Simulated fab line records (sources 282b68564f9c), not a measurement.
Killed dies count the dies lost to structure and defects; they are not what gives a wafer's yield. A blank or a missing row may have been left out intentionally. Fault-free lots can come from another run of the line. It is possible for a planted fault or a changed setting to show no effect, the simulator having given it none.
fab line records :: flow ritCmos
[record]
  lots = 14
  wafers = 42
  lastDay = 7
route steps=202 shown PWELL@40
lots with no fault: from the same line, run without faults
startH: start of the lot's first displayed wafer, in hours after the record's first day :: waitH: time in hours since the lot's previous step :: " identical to the entry in the row above :: L1.1+2: one row covering several wafers at once :: - no value, or no start given :: * or withheld: withheld :: < > ~ a bound
route shown NAME@n: a module of which the file shows steps, and the number in the route of the first :: usual: mean and standard deviation over wafers with no fault :: same: alike in all rows :: chamber/n: place in a boat :: sites: the reading at each site :: _std_site: the values' standard deviation :: _edge_site: mean of outer sites minus mean of inner sites :: radiusMm: for every site, how far away it sits from the centre of the wafer :: mask NAME#n: copy n :: behind: the last tool/chamber to shape the wafer :: hold: cause of the lot's hold/its duration in hours/its outcome :: device: the transistor (n, p or np) that didn't switch :: end of line: tests run on the same wafers once the route is complete :: where a step has no rows: the recipe by itself :: killed: dies lost to structure and defects at the first sort, not the wafer's yield :: map: dies across one wafer; x = killed, . = not, _ = none there
set.NAME: the setting the step ran with; set.NAME@STEP: the setting that earlier step ran with :: model.NAME: the simulator's own value behind a step, which no gauge read
steps of the route over a sample of lots; a table a step, a row a wafer
[[steps]]
[step RIT_PWELL_COAT_01]
[recipe]
  resist = NOVOLAK
  spinRpm = 2000
  resistThkNm = 1300
[usual]
  chillPlateTempC = 22.99/0.1
  dispensePressureKPa = 49/3.3
  resistLineTempC = 22.99/0.11
lot.wafer: L267.1
tool: lithoTrack-04
chamber: 0
startH: 22.57
waitH: 0.1
chillPlateTempC: 22.86
dispensePressureKPa: 49
resistLineTempC: 22.89

lot.wafer: L267.2
tool: lithoTrack-04
chamber: 0
startH: 22.57
waitH: 0.1
chillPlateTempC: 23.08
dispensePressureKPa: 49
resistLineTempC: 22.83

lot.wafer: L267.6
tool: lithoTrack-04
chamber: 0
startH: 22.57
waitH: 0.1
chillPlateTempC: 23.12
dispensePressureKPa: 49
resistLineTempC: 22.93

lot.wafer: L268.1
tool: lithoTrack-04
chamber: 0
startH: 26.15
waitH: 0.1
chillPlateTempC: 22.95
dispensePressureKPa: 49
resistLineTempC: 22.90

lot.wafer: L268.2
tool: lithoTrack-04
chamber: 0
startH: 26.15
waitH: 0.1
chillPlateTempC: 22.90
dispensePressureKPa: 49
resistLineTempC: 22.93

lot.wafer: L268.4
tool: lithoTrack-04
chamber: 0
startH: 26.15
waitH: 0.1
chillPlateTempC: 22.85
dispensePressureKPa: 49
resistLineTempC: 22.99

lot.wafer: L269.3
tool: lithoTrack-01
chamber: 0
startH: 31.39
waitH: 0.1
chillPlateTempC: 23.07
dispensePressureKPa: 52
resistLineTempC: 22.91

lot.wafer: L269.4
tool: lithoTrack-01
chamber: 0
startH: 31.39
waitH: 0.1
chillPlateTempC: 23.08
dispensePressureKPa: 52
resistLineTempC: 23.05

lot.wafer: L269.5
tool: lithoTrack-01
chamber: 0
startH: 31.39
waitH: 0.1
chillPlateTempC: 23.18
dispensePressureKPa: 52
resistLineTempC: 23.12

lot.wafer: L271.1
tool: lithoTrack-01
chamber: 0
startH: 43.53
waitH: 0.1
chillPlateTempC: 22.99
dispensePressureKPa: 52
resistLineTempC: 23.11

lot.wafer: L271.4
tool: lithoTrack-01
chamber: 0
startH: 43.53
waitH: 0.1
chillPlateTempC: 22.91
dispensePressureKPa: 52
resistLineTempC: 22.99

lot.wafer: L271.5
tool: lithoTrack-01
chamber: 0
startH: 43.53
waitH: 0.1
chillPlateTempC: 22.99
dispensePressureKPa: 52
resistLineTempC: 23.04

lot.wafer: L272.2
tool: lithoTrack-04
chamber: 0
startH: 47.88
waitH: 0.1
chillPlateTempC: 22.97
dispensePressureKPa: 49
resistLineTempC: 22.81

lot.wafer: L272.4
tool: lithoTrack-04
chamber: 0
startH: 47.88
waitH: 0.1
chillPlateTempC: 22.93
dispensePressureKPa: 49
resistLineTempC: 23.02

lot.wafer: L272.5
tool: lithoTrack-04
chamber: 0
startH: 47.88
waitH: 0.1
chillPlateTempC: 23.09
dispensePressureKPa: 49
resistLineTempC: 23.02

lot.wafer: L274.1
tool: lithoTrack-01
chamber: -
startH: 56.02
waitH: 0.1
chillPlateTempC: -
dispensePressureKPa: -
resistLineTempC: -

lot.wafer: L274.3
tool: lithoTrack-01
chamber: -
startH: 56.02
waitH: 0.1
chillPlateTempC: -
dispensePressureKPa: -
resistLineTempC: -

lot.wafer: L274.5
tool: lithoTrack-01
chamber: -
startH: 56.02
waitH: 0.1
chillPlateTempC: -
dispensePressureKPa: -
resistLineTempC: -

lot.wafer: L275.1
tool: lithoTrack-03
chamber: -
startH: 66.38
waitH: 0.1
chillPlateTempC: -
dispensePressureKPa: -
resistLineTempC: -

lot.wafer: L275.3
tool: lithoTrack-03
chamber: -
startH: 66.38
waitH: 0.1
chillPlateTempC: -
dispensePressureKPa: -
resistLineTempC: -

lot.wafer: L275.6
tool: lithoTrack-03
chamber: -
startH: 66.38
waitH: 0.1
chillPlateTempC: -
dispensePressureKPa: -
resistLineTempC: -

lot.wafer: L279.2
tool: lithoTrack-01
chamber: 0
startH: 82.08
waitH: 0.1
chillPlateTempC: 22.87
dispensePressureKPa: 52
resistLineTempC: 22.93

lot.wafer: L279.3
tool: lithoTrack-01
chamber: 0
startH: 82.08
waitH: 0.1
chillPlateTempC: 22.80
dispensePressureKPa: 52
resistLineTempC: 23.00

lot.wafer: L279.4
tool: lithoTrack-01
chamber: 0
startH: 82.08
waitH: 0.1
chillPlateTempC: 22.85
dispensePressureKPa: 52
resistLineTempC: 22.97

lot.wafer: L281.2
tool: lithoTrack-01
chamber: 0
startH: 91.95
waitH: 0.1
chillPlateTempC: 23.12
dispensePressureKPa: 52
resistLineTempC: 23.07

lot.wafer: L281.3
tool: lithoTrack-01
chamber: 0
startH: 91.95
waitH: 0.1
chillPlateTempC: 23.16
dispensePressureKPa: 52
resistLineTempC: 23.02

lot.wafer: L281.5
tool: lithoTrack-01
chamber: 0
startH: 91.95
waitH: 0.1
chillPlateTempC: 23.07
dispensePressureKPa: 52
resistLineTempC: 23.15

lot.wafer: L285.1
tool: lithoTrack-03
chamber: 0
startH: 112.60
waitH: 0.1
chillPlateTempC: 22.80
dispensePressureKPa: 44
resistLineTempC: 23.00

lot.wafer: L285.3
tool: lithoTrack-03
chamber: 0
startH: 112.60
waitH: 0.1
chillPlateTempC: 23.08
dispensePressureKPa: 44
resistLineTempC: 23.12

lot.wafer: L285.5
tool: lithoTrack-03
chamber: 0
startH: 112.60
waitH: 0.1
chillPlateTempC: 22.77
dispensePressureKPa: 44
resistLineTempC: 22.85

lot.wafer: L286.1
tool: lithoTrack-01
chamber: 0
startH: 117.82
waitH: 0.1
chillPlateTempC: 22.99
dispensePressureKPa: 52
resistLineTempC: 23.03

lot.wafer: L286.4
tool: lithoTrack-01
chamber: 0
startH: 117.82
waitH: 0.1
chillPlateTempC: 22.93
dispensePressureKPa: 52
resistLineTempC: 23.00

lot.wafer: L286.5
tool: lithoTrack-01
chamber: 0
startH: 117.82
waitH: 0.1
chillPlateTempC: 23.04
dispensePressureKPa: 52
resistLineTempC: 22.89

lot.wafer: L288.1
tool: lithoTrack-04
chamber: 0
startH: 126.13
waitH: 0.1
chillPlateTempC: 22.90
dispensePressureKPa: 49
resistLineTempC: 23.02

lot.wafer: L288.2
tool: lithoTrack-04
chamber: 0
startH: 126.13
waitH: 0.1
chillPlateTempC: 23.04
dispensePressureKPa: 49
resistLineTempC: 23.16

lot.wafer: L288.5
tool: lithoTrack-04
chamber: 0
startH: 126.13
waitH: 0.1
chillPlateTempC: 23.06
dispensePressureKPa: 49
resistLineTempC: 23.14

lot.wafer: L289.2
tool: lithoTrack-03
chamber: 0
startH: 132.14
waitH: 0.1
chillPlateTempC: 23.00
dispensePressureKPa: 44
resistLineTempC: 22.99

lot.wafer: L289.3
tool: lithoTrack-03
chamber: 0
startH: 132.14
waitH: 0.1
chillPlateTempC: 22.96
dispensePressureKPa: 44
resistLineTempC: 23.02

lot.wafer: L289.5
tool: lithoTrack-03
chamber: 0
startH: 132.14
waitH: 0.1
chillPlateTempC: 22.92
dispensePressureKPa: 44
resistLineTempC: 22.93

lot.wafer: L290.1
tool: lithoTrack-04
chamber: 0
startH: 137.43
waitH: 0.1
chillPlateTempC: 23.00
dispensePressureKPa: 49
resistLineTempC: 22.90

lot.wafer: L290.2
tool: lithoTrack-04
chamber: 0
startH: 137.43
waitH: 0.1
chillPlateTempC: 23.00
dispensePressureKPa: 49
resistLineTempC: 22.83

lot.wafer: L290.4
tool: lithoTrack-04
chamber: 0
startH: 137.43
waitH: 0.1
chillPlateTempC: 23.08
dispensePressureKPa: 49
resistLineTempC: 22.86
[step RIT_PWELL_OVL_MEAS_06]
[usual]
  PWELL_OVL = -0.4/1.6
lot.wafer: L267.1
tool: overlay-02
chamber: -
startH: 23.30
waitH: -
PWELL_OVL[nm]: -0.4

lot.wafer: L267.2
tool: overlay-02
chamber: -
startH: 23.30
waitH: -
PWELL_OVL[nm]: 0.9

lot.wafer: L267.6
tool: overlay-02
chamber: -
startH: 23.30
waitH: -
PWELL_OVL[nm]: -0.8

lot.wafer: L268.1
tool: overlay-01
chamber: -
startH: 26.88
waitH: -
PWELL_OVL[nm]: -2.4

lot.wafer: L268.2
tool: overlay-01
chamber: -
startH: 26.88
waitH: -
PWELL_OVL[nm]: -1.8

lot.wafer: L268.4
tool: overlay-01
chamber: -
startH: 26.88
waitH: -
PWELL_OVL[nm]: -1.1

lot.wafer: L269.3
tool: overlay-02
chamber: -
startH: 32.21
waitH: -
PWELL_OVL[nm]: 0.8

lot.wafer: L269.4
tool: overlay-02
chamber: -
startH: 32.21
waitH: -
PWELL_OVL[nm]: 1.9

lot.wafer: L269.5
tool: overlay-02
chamber: -
startH: 32.21
waitH: -
PWELL_OVL[nm]: 4.6

lot.wafer: L271.1
tool: overlay-01
chamber: -
startH: 44.26
waitH: -
PWELL_OVL[nm]: -0.5

lot.wafer: L271.4
tool: overlay-01
chamber: -
startH: 44.26
waitH: -
PWELL_OVL[nm]: -0.1

lot.wafer: L271.5
tool: overlay-01
chamber: -
startH: 44.26
waitH: -
PWELL_OVL[nm]: 0.6

lot.wafer: L272.2
tool: overlay-02
chamber: -
startH: 48.63
waitH: -
PWELL_OVL[nm]: 0.1

lot.wafer: L272.4
tool: overlay-02
chamber: -
startH: 48.63
waitH: -
PWELL_OVL[nm]: 1.3

lot.wafer: L272.5
tool: overlay-02
chamber: -
startH: 48.63
waitH: -
PWELL_OVL[nm]: -2.4

lot.wafer: L274.1
tool: overlay-01
chamber: -
startH: 56.75
waitH: -
PWELL_OVL[nm]: -

lot.wafer: L274.3
tool: overlay-01
chamber: -
startH: 56.75
waitH: -
PWELL_OVL[nm]: -

lot.wafer: L274.5
tool: overlay-01
chamber: -
startH: 56.75
waitH: -
PWELL_OVL[nm]: -

lot.wafer: L275.1
tool: overlay-01
chamber: -
startH: 67.23
waitH: -
PWELL_OVL[nm]: -

lot.wafer: L275.3
tool: overlay-01
chamber: -
startH: 67.23
waitH: -
PWELL_OVL[nm]: -

lot.wafer: L275.6
tool: overlay-01
chamber: -
startH: 67.23
waitH: -
PWELL_OVL[nm]: -

lot.wafer: L279.2
tool: overlay-02
chamber: -
startH: 82.79
waitH: -
PWELL_OVL[nm]: -1.9

lot.wafer: L279.3
tool: overlay-02
chamber: -
startH: 82.79
waitH: -
PWELL_OVL[nm]: -1.4

lot.wafer: L279.4
tool: overlay-02
chamber: -
startH: 82.79
waitH: -
PWELL_OVL[nm]: -2.9

lot.wafer: L281.2
tool: overlay-01
chamber: -
startH: 92.66
waitH: -
PWELL_OVL[nm]: 1.5

lot.wafer: L281.3
tool: overlay-01
chamber: -
startH: 92.66
waitH: -
PWELL_OVL[nm]: 0.1

lot.wafer: L281.5
tool: overlay-01
chamber: -
startH: 92.66
waitH: -
PWELL_OVL[nm]: 1.3

lot.wafer: L285.1
tool: overlay-01
chamber: -
startH: 113.33
waitH: -
PWELL_OVL[nm]: 2.1

lot.wafer: L285.3
tool: overlay-01
chamber: -
startH: 113.33
waitH: -
PWELL_OVL[nm]: 2.4

lot.wafer: L285.5
tool: overlay-01
chamber: -
startH: 113.33
waitH: -
PWELL_OVL[nm]: 1.8

lot.wafer: L286.1
tool: overlay-01
chamber: -
startH: 118.68
waitH: -
PWELL_OVL[nm]: -1.8

lot.wafer: L286.4
tool: overlay-01
chamber: -
startH: 118.68
waitH: -
PWELL_OVL[nm]: -1.4

lot.wafer: L286.5
tool: overlay-01
chamber: -
startH: 118.68
waitH: -
PWELL_OVL[nm]: -3.4

lot.wafer: L288.1
tool: overlay-01
chamber: -
startH: 126.99
waitH: -
PWELL_OVL[nm]: -1.5

lot.wafer: L288.2
tool: overlay-01
chamber: -
startH: 126.99
waitH: -
PWELL_OVL[nm]: -0.6

lot.wafer: L288.5
tool: overlay-01
chamber: -
startH: 126.99
waitH: -
PWELL_OVL[nm]: -1.2

lot.wafer: L289.2
tool: overlay-01
chamber: -
startH: 132.85
waitH: -
PWELL_OVL[nm]: 1.1

lot.wafer: L289.3
tool: overlay-01
chamber: -
startH: 132.85
waitH: -
PWELL_OVL[nm]: 0.7

lot.wafer: L289.5
tool: overlay-01
chamber: -
startH: 132.85
waitH: -
PWELL_OVL[nm]: 1.2

lot.wafer: L290.1
tool: overlay-01
chamber: -
startH: 138.28
waitH: -
PWELL_OVL[nm]: -0.2

lot.wafer: L290.2
tool: overlay-01
chamber: -
startH: 138.28
waitH: -
PWELL_OVL[nm]: -1.8

lot.wafer: L290.4
tool: overlay-01
chamber: -
startH: 138.28
waitH: -
PWELL_OVL[nm]: -0.9
[[key]]
[firstSign]
  step = RIT_PWELL_COAT_01
  reading = toolRecord
  direction = missing
[effect]
  step = RIT_PWELL_OVL_MEAS_06
  reading = PWELL_OVL
  direction = missing
metAt RIT_PWELL_COAT_01
struckLots L274,L275
sortLeftOut L274.1,L274.3,L274.5,L275.1,L275.3,L275.6
testerLeftOut L274,L275
onsetBetween 43.53 56.02
[fault]
  kind = skippedStepWhole
  tool = lithoTrack-01,lithoTrack-03
  chamber = -
  onsetH = 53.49
  steps = RIT_PWELL_COAT_01
  scope = struckLotsOnly
// testerLeftOut: of these lots the tester's yield and bins aren't shown, on N5 and GAA mostly nor the transistor test; their killed dies are dies lost to structure and defects alone, not to doping, threshold or leakage, so they don't give the yield
// sortLeftOut: the simulated sort isn't trusted on such a fault, so these wafers' sort isn't shown, and their yield isn't known
